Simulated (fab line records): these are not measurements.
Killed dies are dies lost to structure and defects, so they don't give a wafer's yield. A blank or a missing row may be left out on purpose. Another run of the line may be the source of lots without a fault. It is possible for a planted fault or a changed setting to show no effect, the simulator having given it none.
Matching of chambers || flow berkeley-cmos170 || 3 sister chambers for UCB170_SPACER_CVD_00 on pecvd-03
The step deposits SiO2 from TEOS/O2, target thk 376 nm, time 47 s. 3 wafers are shown with their chamber, then 7 later ones without.

WAFERS WITH THEIR CHAMBER
{"wafer": "L634.3", "chamber": 1, "heater-power-w (W)": 155}
{"wafer": "L653.1", "chamber": 0, "heater-power-w (W)": 216}
{"wafer": "L653.3", "chamber": 2, "heater-power-w (W)": 144}

WAFERS WITHOUT THEIR CHAMBER
{"wafer": "L653.4", "heater-power-w (W)": 156}
{"wafer": "L654.2", "heater-power-w (W)": 187}
{"wafer": "L654.5", "heater-power-w (W)": 135}
{"wafer": "L654.6", "heater-power-w (W)": 197}
{"wafer": "L655.1", "heater-power-w (W)": 212}
{"wafer": "L655.2", "heater-power-w (W)": 170}
{"wafer": "L655.6", "heater-power-w (W)": 187}

THE CHAMBER EACH PASSED THROUGH
{"wafer": "L653.4", "from the rows above": "can't be placed: 1 or 2", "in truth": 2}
{"wafer": "L654.2", "from the rows above": "can't be placed: 0 or 1 or 2", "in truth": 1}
{"wafer": "L654.5", "from the rows above": "can't be placed: 2 or 1", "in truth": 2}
{"wafer": "L654.6", "from the rows above": "can't be placed: 0 or 1 or 2", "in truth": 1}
{"wafer": "L655.1", "from the rows above": 0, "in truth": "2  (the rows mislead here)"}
{"wafer": "L655.2", "from the rows above": "can't be placed: 1 or 2 or 0", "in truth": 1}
{"wafer": "L655.6", "from the rows above": "can't be placed: 0 or 1 or 2", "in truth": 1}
Correctly placed: 0 of 7. Unplaceable from these rows: 6, with the true chamber sitting among the candidates in 6. Wrongly placed: 1.
How it was worked out, from the rows above alone: a wafer's distance from a chamber is the root of the sum, over the readings, of the square of ((its reading less the chamber's mean) divided by the reading's scatter). The wafer belongs to the nearest chamber; if the next one is less than 2 further off, it can't be placed. The mean given for a chamber averages the wafers shown for that chamber. The scatter (one wafer shown for each chamber): square how far every hidden wafer sits from the nearest shown wafer, average those squares and take the square root.
